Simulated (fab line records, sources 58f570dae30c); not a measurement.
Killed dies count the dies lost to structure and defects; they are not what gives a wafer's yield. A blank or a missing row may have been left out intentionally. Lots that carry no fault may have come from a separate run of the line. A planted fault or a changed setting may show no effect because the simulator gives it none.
Check of tool commonality ; flow berkeley cmos170 ; 14 lots and 42 wafers in the sample

## THE REASON FOR OPENING IT
At UCB170_NLDD_OVL_MEAS_07 the reading NLDD_OVL is flagged on 2 of 14 lots. No-fault wafers: -4 nm, standard deviation 5.
Rule: a lot gets a flag if all its wafers with a number sit over 4 standard deviations from that mean, or if no wafer of it has a number. The other lots count as sound.

lot;measured;on;NLDD_OVL (nm), wafer by wafer;flag
L410;day 7 13:59;overlay-02;-14 -13 -12;
L409;day 7 15:10;overlay-02;2 0 -7;
L414;day 8 08:34;overlay-02;8 2 0;
L416;day 9 04:56;overlay-01;-1 -8 -7;
L417;day 9 05:05;overlay-02;-5 -2 -2;
L419;day 9 10:56;overlay-01;-1 2 2;
L418;day 10 18:52;overlay-01;-5 -4 0;
L422;day 10 19:20;overlay-01;-9 -7 -3;
L425;day 11 00:32;overlay-02;-7 -2 -1;
L424;day 11 01:09;overlay-02;-9 -3 2;
L431;day 12 03:51;overlay-02;-2 -16 1;
L429;day 12 04:43;overlay-01;310 315 318;FLAGGED
L430;day 12 05:49;overlay-02;311 321 308;FLAGGED
L432;day 12 14:33;overlay-02;-5 -10 -10;
Average over the flagged lots: 314 nm; offset from the usual +318 nm, equal to +64 standard deviations.

## WHICH TOOL EACH LOT WENT THROUGH
The record holds 1 process step before the reading, out of a route of 331 steps. In each cell: the tool, then ch and the chambers that the sampled wafers went through, then the start.
lot;flag;UCB170_NLDD_EXPOSE_03
L410;;krf scanner-01 ch 0, day 7 12:53
L409;;krf scanner-01 ch 0, day 7 14:14
L414;;krf scanner-01 ch 0, day 8 07:18
L416;;krf scanner-01 ch 0, day 9 04:28
L417;;krf scanner-01 ch 0, day 9 04:33
L419;;krf scanner-02 ch 0, day 9 10:25
L418;;krf scanner-01 ch 0, day 10 18:17
L422;;krf scanner-01 ch 0, day 10 18:50
L425;;krf scanner-02 ch 0, day 11 00:02
L424;;krf scanner-02 ch 0, day 11 00:40
L431;;krf scanner-01 ch 0, day 12 02:41
L429;FLAGGED;krf scanner-02 ch 0, day 12 03:36
L430;FLAGGED;krf scanner-02 ch 0, day 12 04:40
L432;;krf scanner-01 ch 0, day 12 13:49
What the steps here do:
- UCB170_NLDD_EXPOSE_03: exposes mask NSELECT, target cd 1200 nm.
- UCB170_NLDD_OVL_MEAS_07

## FLAGGED AGAINST TOTAL, ONE TOOL AT A TIME (gauges that did the reading follow at the end)
step;tool;lots run;flagged;share of the flagged lots;sound lots run after its first flagged lot
UCB170_NLDD_EXPOSE_03;krf scanner-01;9;0;none;-
UCB170_NLDD_EXPOSE_03;krf scanner-02;5;2;all;0
UCB170_NLDD_OVL_MEAS_07;overlay-01;5;1;some;0
UCB170_NLDD_OVL_MEAS_07;overlay-02;9;1;some;1 (L432)

## WHAT IS ALLOWED BY THE TABLE
Rows of the table that ran each flagged lot: 1, that is krf scanner-02 at UCB170_NLDD_EXPOSE_03.
- krf scanner-02 at UCB170_NLDD_EXPOSE_03: 2 of its 5 lots flagged. A fault beginning between L424 (day 11 00:40), its last sound lot, and L429 (day 12 03:36), its first flagged one, fits the data.
krf scanner-02 at UCB170_NLDD_EXPOSE_03 is the single tool remaining.

## WHAT HAD BEEN PUT IN BY THE SIMULATOR
Scanner matching overlay: krf scanner-02, from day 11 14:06 on, at UCB170_NLDD_EXPOSE_03. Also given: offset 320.
Shown lots that were struck: L429, L430. The rule above found the same.
